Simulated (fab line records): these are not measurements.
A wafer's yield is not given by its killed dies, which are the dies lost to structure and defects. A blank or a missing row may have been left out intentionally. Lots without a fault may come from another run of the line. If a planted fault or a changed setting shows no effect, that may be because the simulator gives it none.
Comparing a struck lot with a sound one    flow ritCmos    16 out of 202 route steps
Sound: these wafers, L809.1, L809.3, L809.6. Struck: wafers L814.2, L814.3, L814.6. The cause comes at the end.
Per side, at each step with rows, come the tool, then ch with its chambers, and then its first start. Under that, the readings that differ: sound wafers    struck wafers    difference of the means    sigmas: that difference in standard deviations of wafers without a fault.
alike: words and numbers the same on both sides, and readings whose means are apart by under 2 such deviations; not compared: readings that were withheld, readings missing a value for some wafer, numbers with overlapping values and no deviation given by the record, and bounds like >300 which may hide the same value.
Wherever a step has rows on one side only, a row that says differs or no value, or a row with sigmas, the two part there. Numbers that don't overlap but have no deviation are shown without sigmas and don't part them. Lack of a reading on every wafer of one side parts them only where that side has two or more wafers.

first, 4 steps without rows for these wafers: RIT_ACTIVE_SOFTBAKE_07 (time 60 s); RIT_ACTIVE_EXPOSE_08 (exposes mask M1, target cd 1400 nm); RIT_ACTIVE_PEB_09; RIT_ACTIVE_DEVELOP_10 (develop time 50 s).
RIT_ACTIVE_CD_MEAS_11: target cd 1400 nm.
  sound on cdSem-01 at day 3 06:39; struck on cdSem-01 at day 4 08:31
  alike: cdNm
then, 1 step without rows for these wafers: RIT_ACTIVE_HARDBAKE_12 (time 60 s).
RIT_ACTIVE_ETCH_13: etches Si3N4 in SF6, stops on SiO2, time 210 s, target depth 210 nm.
  sound on rieDiel-02 ch 0,1,3, day 3 06:59; struck on rieDiel-04 ch 0,2,3, day 4 08:46
  alike: drypumpMotorCurrentA, oesProductAu, rfFwdPowerW, throttleValvePct
  not compared: rfHoursCounterH
RIT_ACTIVE_STRIP_14: strips in O2, time 180 s.
  sound on plasmaAsher-04 ch 0,1, day 3 07:08; struck on plasmaAsher-03 ch 0,1, day 4 08:54
  alike: drypumpMotorCurrentA
  not compared: rfHoursCounterH
RIT_ACTIVE_CD_MEAS_90: target cd 1400 nm.
  sound on cdSem-01 at day 3 07:18; struck on cdSem-02 at day 4 09:06
  alike: cdNm
then, 3 steps without rows for these wafers: RIT_ACTIVE_CLEAN_15 (cleans in SC1, time 600 s); RIT_ACTIVE_CLEAN_16 (cleans in dHF, time 30 s); RIT_ACTIVE_CLEAN_17 (cleans in SC2, time 600 s).
RIT_FOX1_OXIDATION_00: target thk 350.7 nm, ox time 1130 s.
  sound on furnace-01 ch 0, day 3 09:32; struck on furnace-04 ch 0, day 4 10:40
reading                                     sound            struck           difference  sigmas
zonePowerCentrePct (%)                      46 48 46         55 55 56         +9          +2
model.SiO2_of_FOX1_OXIDATION_00.thkNm (nm)  343 344.2 344.5  303.4 307.7 305  -38.5       
RIT_FOX1_THK_MEAS_01:
  sound on filmMetro-04 at day 3 10:51; struck on filmMetro-04 at day 4 11:59
reading              sound        struck       difference  sigmas
FOX1_OXIDE_THK (nm)  343 344 344  304 308 305  -38         -5
then, 1 step without rows for these wafers: RIT_FOX1_WET_ETCH_02 (etches SiO2 in BOE, target depth 350 nm, time 390 s).
RIT_M1_PROBE_99:
  sound on prober-02 at day 5 06:10; struck on prober-02 at day 6 08:38
reading                        sound           struck          difference  sigmas
model.etest.pldd.widthNm (nm)  3201 3201 3191  3226 3218 3220  +24         
model.etest.nldd.widthNm (nm)  3186 3198 3204  3224 3212 3213  +20         
  alike: killedAtContacts, killedAtFrontEnd, killedDies, killedOpen, killedShort
  not compared: model.etest.nplusSal.widthNm, model.etest.pplusSal.widthNm

## WHERE THEY PART
At RIT_FOX1_OXIDATION_00 first; at RIT_FOX1_THK_MEAS_01 last (within this record only). Later steps at which nothing parts them and some readings are alike: RIT_M1_PROBE_99.

WHY: what the simulator had put in
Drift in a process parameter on furnace-04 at RIT_FOX1_OXIDATION_00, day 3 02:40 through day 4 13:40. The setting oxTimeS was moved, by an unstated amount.
